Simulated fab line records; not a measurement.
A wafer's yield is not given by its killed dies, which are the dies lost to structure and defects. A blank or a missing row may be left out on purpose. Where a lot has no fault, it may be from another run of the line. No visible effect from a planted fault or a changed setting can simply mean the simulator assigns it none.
A struck lot beside a sound one + flow ritCmos + 43 out of 202 route steps
Sound: these wafers, L542.2, L542.4, L542.5. Wafers struck: L550.2, L550.4, L550.5. At the end, the cause is stated.
Each step with rows lists, per side, the tool, then ch with its chambers, then its first start. Under that, the readings that differ: sound wafers + struck wafers + difference of the means + sigmas: that difference in standard deviations of wafers without a fault.
alike: same words and numbers on both sides, and readings whose means sit less than 2 such deviations apart. not compared: any withheld reading, any reading some wafer has no value for, any bound like >300 that may hide the same value, and any number with overlapping values for which the record gives no deviation.
Wherever a step has rows on one side only, a row that says differs or no value, or a row with sigmas, the two part there. Numbers that don't overlap but have no deviation are shown without sigmas and don't part them. Lack of a reading on every wafer of one side parts them only where that side has two or more wafers.

first, 3 steps without rows for these wafers: RIT_REOX_CLEAN_01 (cleans in dHF, time 30 s); RIT_REOX_CLEAN_02 (cleans in SC2, time 600 s); RIT_REOX_OXIDATION_03 (target thk 25.2 nm, ox time 5580 s).
RIT_REOX_THK_MEAS_04:
  sound: filmMetro-03 at day 3 14:51; struck: filmMetro-04 at day 6 01:04
  alike: REOX_OXIDE_THK
then, 6 steps without rows for these wafers: RIT_NLDD_HMDS_00 (prime time 60 s); RIT_NLDD_COAT_01 (resist thk 1000 nm); RIT_NLDD_SOFTBAKE_02 (time 60 s); RIT_NLDD_EXPOSE_03 (exposes mask M7, target cd 40700 nm); RIT_NLDD_PEB_04; RIT_NLDD_DEVELOP_05 (develop time 50 s).
RIT_NLDD_OVL_MEAS_06:
  sound: overlay-01 at day 3 15:53; struck: overlay-01 at day 6 01:58
  alike: NLDD_OVL
then, 1 step without rows for these wafers: RIT_NLDD_HARDBAKE_07 (time 60 s).
RIT_NLDD_IMPLANT_08:
  sound on implanter-02 ch 0, day 3 16:05; struck on implanter-01 ch 0, day 6 02:10
| reading                  | sound             | struck            | difference | sigmas |
|--------------------------|-------------------|-------------------|------------|--------|
| implantIonAmu            | 31 31 31          | 11 11 11          | -20        |        |
| model.implant.rpNm (nm)  | 27.44 27.44 27.44 | 66.62 66.62 66.62 | +39.18     |        |
| model.implant.drpNm (nm) | 12.97 12.97 12.97 | 28.34 28.34 28.34 | +15.37     |        |
  alike: beamEnergyKeV
RIT_NLDD_STRIP_09: strips in O2, time 180 s.
  sound on plasmaAsher-02 ch 0,1, day 3 16:13; struck on plasmaAsher-04 ch 0, day 6 02:17
| reading                  | sound       | struck      | difference | sigmas |
|--------------------------|-------------|-------------|------------|--------|
| drypumpMotorCurrentA (A) | 6.6 6.6 6.3 | 5.3 5.2 5.2 | -1.3       | -2     |
  alike: chamberPressureMTorr
  not compared: rfHoursCounterH
RIT_NLDD_TW_MEAS_10:
  sound: filmMetro-01 at day 3 16:23; struck: filmMetro-04 at day 6 02:29
| reading | sound          | struck         | difference | sigmas |
|---------|----------------|----------------|------------|--------|
| NLDD_TW | 2488 2490 2486 | 1315 1316 1308 | -1175      | -84    |
then, 6 steps without rows for these wafers: RIT_PLDD_HMDS_00 (prime time 60 s); RIT_PLDD_COAT_01 (resist thk 1000 nm); RIT_PLDD_SOFTBAKE_02 (time 60 s); RIT_PLDD_EXPOSE_03 (exposes mask M8, target cd 40900 nm); RIT_PLDD_PEB_04; RIT_PLDD_DEVELOP_05 (develop time 50 s).
RIT_PLDD_OVL_MEAS_06:
  sound: overlay-01 at day 3 17:25; struck: overlay-01 at day 6 03:34
| reading       | sound       | struck         | difference | sigmas |
|---------------|-------------|----------------|------------|--------|
| PLDD_OVL (nm) | 1.2 2.0 0.4 | -0.9 -1.9 -2.7 | -3.0       | -2     |
then, 2 steps without rows for these wafers: RIT_PLDD_HARDBAKE_07 (time 60 s); RIT_PLDD_IMPLANT_08.
RIT_PLDD_STRIP_09: strips in O2, time 180 s.
  sound on plasmaAsher-02 ch 0,1, day 3 17:45; struck on plasmaAsher-03 ch 0,1, day 6 03:53
  alike: chamberPressureMTorr, drypumpMotorCurrentA
  not compared: rfHoursCounterH
RIT_PLDD_TW_MEAS_10:
  sound: filmMetro-02 at day 3 17:56; struck: filmMetro-04 at day 6 04:04
| reading | sound          | struck         | difference | sigmas |
|---------|----------------|----------------|------------|--------|
| PLDD_TW | 2333 2343 2336 | 2307 2312 2314 | -26        | -2     |
then, 4 steps without rows for these wafers: RIT_SPACER_CLEAN_00 (cleans in SC1, time 600 s); RIT_SPACER_CLEAN_01 (cleans in dHF, time 30 s); RIT_SPACER_CLEAN_02 (cleans in SC2, time 600 s); RIT_SPACER_CVD_03 (deposits Si3N4 from SiH2Cl2/NH3, target thk 250 nm, time 3300 s).
RIT_SPACER_THK_MEAS_04:
  sound: filmMetro-03 at day 3 20:18; struck: filmMetro-04 at day 6 06:35
  alike: SPACER_NITRIDE_THK
RIT_SPACER_ETCHBACK_05: etches Si3N4 in SF6/CHF3, stops on SiO2, target depth 250 nm, time 240 s.
  sound on rieDiel-02 ch 1,3, day 3 20:21; struck on rieDiel-03 ch 0,3, day 6 06:38
  alike: chamberPressureMTorr, drypumpMotorCurrentA, oesProductAu, throttleValvePct
  not compared: rfHoursCounterH
then, 6 steps without rows for these wafers: RIT_NSD_HMDS_00 (prime time 60 s); RIT_NSD_COAT_01 (resist thk 1000 nm); RIT_NSD_SOFTBAKE_02 (time 60 s); RIT_NSD_EXPOSE_03 (exposes mask M9, target cd 40700 nm); RIT_NSD_PEB_04; RIT_NSD_DEVELOP_05 (develop time 50 s).
RIT_NSD_OVL_MEAS_06:
  sound: overlay-01 at day 3 21:32; struck: overlay-01 at day 6 07:46
  alike: NSD_OVL
then, 2 steps without rows for these wafers: RIT_NSD_HARDBAKE_07 (time 60 s); RIT_NSD_IMPLANT_08.
RIT_NSD_STRIP_09: strips in O2, time 180 s.
  sound on plasmaAsher-04 ch 0,1, day 3 21:52; struck on plasmaAsher-04 ch 0,1, day 6 08:06
  alike: chamberPressureMTorr, drypumpMotorCurrentA
  not compared: rfHoursCounterH
RIT_SDANNEAL_RS_MEAS_07: a four-point-probe measurement.
  sound: filmMetro-04 at day 4 00:24; struck: filmMetro-01 at day 6 10:55
| reading          | sound             | struck         | difference | sigmas      |
|------------------|-------------------|----------------|------------|-------------|
| NLDD_RS (ohm/sq) | 150.6 150.5 151.2 | 81.7 81.6 81.7 | -69.1      | -99 or more |

WHERE THEY PART
First at RIT_NLDD_STRIP_09; last, within this record, at RIT_SDANNEAL_RS_MEAS_07.

WHY: what the simulator had put in
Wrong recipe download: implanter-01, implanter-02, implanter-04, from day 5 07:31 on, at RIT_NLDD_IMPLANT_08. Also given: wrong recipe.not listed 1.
